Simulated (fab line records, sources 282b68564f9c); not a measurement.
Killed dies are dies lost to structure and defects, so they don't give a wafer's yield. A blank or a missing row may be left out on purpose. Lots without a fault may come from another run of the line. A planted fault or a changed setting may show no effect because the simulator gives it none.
Which tool did it? | flow rit_cmos | 7 lots, 21 wafers sampled, at 2 steps of a route of 202

WHAT THE GAUGES READ, wafer by wafer
RIT_PRETRO_TW_MEAS_10.
lot  | measured    | on            | PRETRO_TW
L337 | day 2 19:35 | film_metro-04 | 471 472 472
L339 | day 3 05:23 | film_metro-02 | 476 477 477
L341 | day 3 17:52 | film_metro-01 | 471 476 476
L343 | day 4 00:50 | film_metro-01 | 478 482 483
L345 | day 4 09:24 | film_metro-04 | 473 475 476
L347 | day 5 03:23 | film_metro-02 | 588 593 590
L352 | day 6 05:35 | film_metro-04 | 586 581 586

WHICH TOOL RAN EACH LOT (tool, then ch and the chambers of the sampled wafers, then the start)
lot  | RIT_PRETRO_IMPLANT_08
L337 | implanter-04 ch 0, day 2 19:16
L339 | implanter-04 ch 0, day 3 05:04
L341 | implanter-04 ch 0, day 3 17:34
L343 | implanter-02 ch 0, day 4 00:31
L345 | implanter-02 ch 0, day 4 09:06
L347 | implanter-04 ch 0, day 5 02:45
L352 | implanter-03 ch 0, day 6 04:58
- RIT_PRETRO_IMPLANT_08

THE ANSWER, worked out from the rows above alone
Rule: what is usual is taken from the lots themselves. Put in order of their means at a reading, lots are off if they are a third of the lots or fewer, leave a main group of 4 or more, and stand apart from it by a gap of 3 or more times the standard deviation of the main group's means; of several such gaps the widest counts. A main group whose means are all the same, to the digits that the tables above print for the reading, isn't used. A lot without any number at a reading at which 4 lots or more have one is off too. The other lots that the step has rows for count as sound.
Off: L347, L352, at RIT_PRETRO_TW_MEAS_10 (PRETRO_TW). The main group: mean 476, standard deviation 3.1.
A tool fits if, at a process step before that reading, it ran every lot that is off, and no sound lot after the first of them. The gauges at RIT_PRETRO_TW_MEAS_10 are tried like those tools. None of those tried fits.

WHAT THE SIMULATOR HAD PUT IN
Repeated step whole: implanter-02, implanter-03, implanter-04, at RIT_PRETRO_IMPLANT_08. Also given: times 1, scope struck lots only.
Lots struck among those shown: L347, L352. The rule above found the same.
